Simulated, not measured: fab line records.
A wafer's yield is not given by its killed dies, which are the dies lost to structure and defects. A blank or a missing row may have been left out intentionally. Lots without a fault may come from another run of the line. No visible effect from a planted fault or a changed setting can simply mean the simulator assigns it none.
One fault through the eyes of 2 desks | flow berkeleyCmos170 | what lay behind the numbers comes last; until then each desk has only its own

== TOOL OWNER'S DESK, lithoTrack-03 ==
The tool's own readings at UCB170_M2_COAT_10 (resist thk 900 nm): means of the sampled wafers that have a number, for each lot that ran on this tool. If a lot's mean is further than 4 standard deviations from the usual mean, the lot is out of limits and carries the mark OUT (the distance appears in the brackets).
Columns: A = spinSpeedRpm at UCB170_M2_COAT_10, usual 1500.1 rpm
lot  | first seen here | A
L567 | day 8 10:00     | 1499.7
L570 | day 8 19:00     | 1500.1
L571 | day 10 07:00    | 1499.8
L573 | day 10 07:00    | 1500.2
L574 | day 10 08:00    | 1501.3
L581 | day 11 12:00    | 1501.1
L582 | day 12 02:00    | 1532.7 (+36) OUT
L585 | day 12 16:00    | 1532.2 (+35) OUT
Finding of this desk: L582, L585 out of limits; the first was L582 at day 12 02:00, on spinSpeedRpm at UCB170_M2_COAT_10. L567, L570, L571, L573, L574, L581 stayed within limits.

== THE METROLOGY DESK ==
What the gauges read for every lot (on any tool): the sampled wafers with a number, averaged. If a lot's mean is further than 4 standard deviations from the usual mean, the lot is out of limits and carries the mark OUT (the distance appears in the brackets).
Columns: A = M3_AL_RS at UCB170_M3_RS_MEAS_02, usual 0.0323 ohm/sq; B = cdNm at UCB170_M3_CD_MEAS_15, usual 699.9 nm
lot  | first seen here | A      | B
L567 | day 8 14:38     | 0.0322 | 697.0
L566 | day 8 17:52     | 0.0322 | 699.6
L570 | day 8 23:45     | 0.0322 | 701.8
L569 | day 9 02:48     | 0.0320 | 698.6
L568 | day 9 02:58     | 0.0326 | 700.7
L571 | day 10 11:41    | 0.0326 | 700.9
L573 | day 10 12:02    | 0.0323 | 700.8
L574 | day 10 12:49    | 0.0324 | 699.1
L581 | day 11 17:14    | 0.0327 | 698.7
L582 | day 12 06:19    | 0.0326 | 700.8
L585 | day 12 20:50    | 0.0328 | 698.5
L586 | day 12 23:18    | 0.0326 | 698.7
L587 | day 13 14:11    | 0.0321 | 702.1
L588 | day 13 14:24    | 0.0324 | 699.4
This desk's verdict: no lot among the 14 shows anything out of limits.

== TAKEN TOGETHER ==
On L582, L585, at day 12 02:00, an alarm was possible from the tool owner's desk.
Nothing out of limits was seen by the metrology desk.
The metrology desk holds a record of L582, L585, inside its limits.
The lots listed all ran UCB170_M2_COAT_10 on lithoTrack-03.

== WHAT THE SIMULATOR PUT IN ==
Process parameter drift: lithoTrack-03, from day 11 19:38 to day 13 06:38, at UCB170_M2_COAT_10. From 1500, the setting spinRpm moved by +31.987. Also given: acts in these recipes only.
Lots struck among those shown: L582, L585.
Delay in hours, fault start to first out-of-limits reading, by desk: the tool owner's desk at 6.
